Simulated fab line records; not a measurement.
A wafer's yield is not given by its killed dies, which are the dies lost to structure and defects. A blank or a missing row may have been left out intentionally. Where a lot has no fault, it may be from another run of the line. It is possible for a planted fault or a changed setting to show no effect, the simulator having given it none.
One fault seen from 2 desks    flow ritCmos    only its own numbers are on each desk; what lay behind them is given at the end

## FROM THE METROLOGY DESK
What the gauges read for every lot (on any tool): the sampled wafers with a number, averaged. The brackets show how far a lot's mean lies from the usual mean; more than 4 standard deviations puts the lot out of limits, marked OUT.
Columns: A = NSD_RS at RIT_SDANNEAL_RS_MEAS_05, usual 84.3 ohm/sq; B = M1_OVL at RIT_M1_OVL_MEAS_10, usual -0.5 nm
lot   first seen here  A     B
L843  day 3 10:37      84.0  -0.2
L844  day 3 15:24      83.8  0.2
L845  day 3 19:02      84.1  1.2
L846  day 4 02:10      83.7  -0.1
L847  day 4 06:16      84.6  -0.8
L848  day 4 10:13      84.3  -1.6
L849  day 4 19:43      84.4  -3.9
L857  day 6 06:06      84.0  -0.4
L858  day 6 07:56      84.4  -1.7
L859  day 6 12:02      84.0  1.4
L862  day 7 08:45      84.7  0.8
L863  day 7 12:46      84.4  0.5
L864  day 7 16:10      84.4  -0.6
L865  day 7 21:06      84.6  -0.6
This desk's verdict: no lot among the 14 shows anything out of limits.

## THE TOOL OWNER'S DESK: wetBench-02
The tool's own readings at RIT_SDANNEAL_CLEAN_00 (cleans in SC1, time 600 s): means of the sampled wafers that have a number, for each lot that ran on this tool. The brackets show how far a lot's mean lies from the usual mean; more than 4 standard deviations puts the lot out of limits, marked OUT.
Columns: A = bathGuardTempC at RIT_SDANNEAL_CLEAN_00, usual 74.8 C
lot   first seen here  A
L847  day 4 05:11      73.4
L858  day 6 07:22      74.8
L859  day 6 11:28      75.0
This desk's verdict: no lot among the 3 shows anything out of limits.

## ALL TOGETHER
The metrology desk saw nothing out of limits.
Nothing out of limits was seen by the tool owner's desk.

## WHAT HAD BEEN PUT IN BY THE SIMULATOR
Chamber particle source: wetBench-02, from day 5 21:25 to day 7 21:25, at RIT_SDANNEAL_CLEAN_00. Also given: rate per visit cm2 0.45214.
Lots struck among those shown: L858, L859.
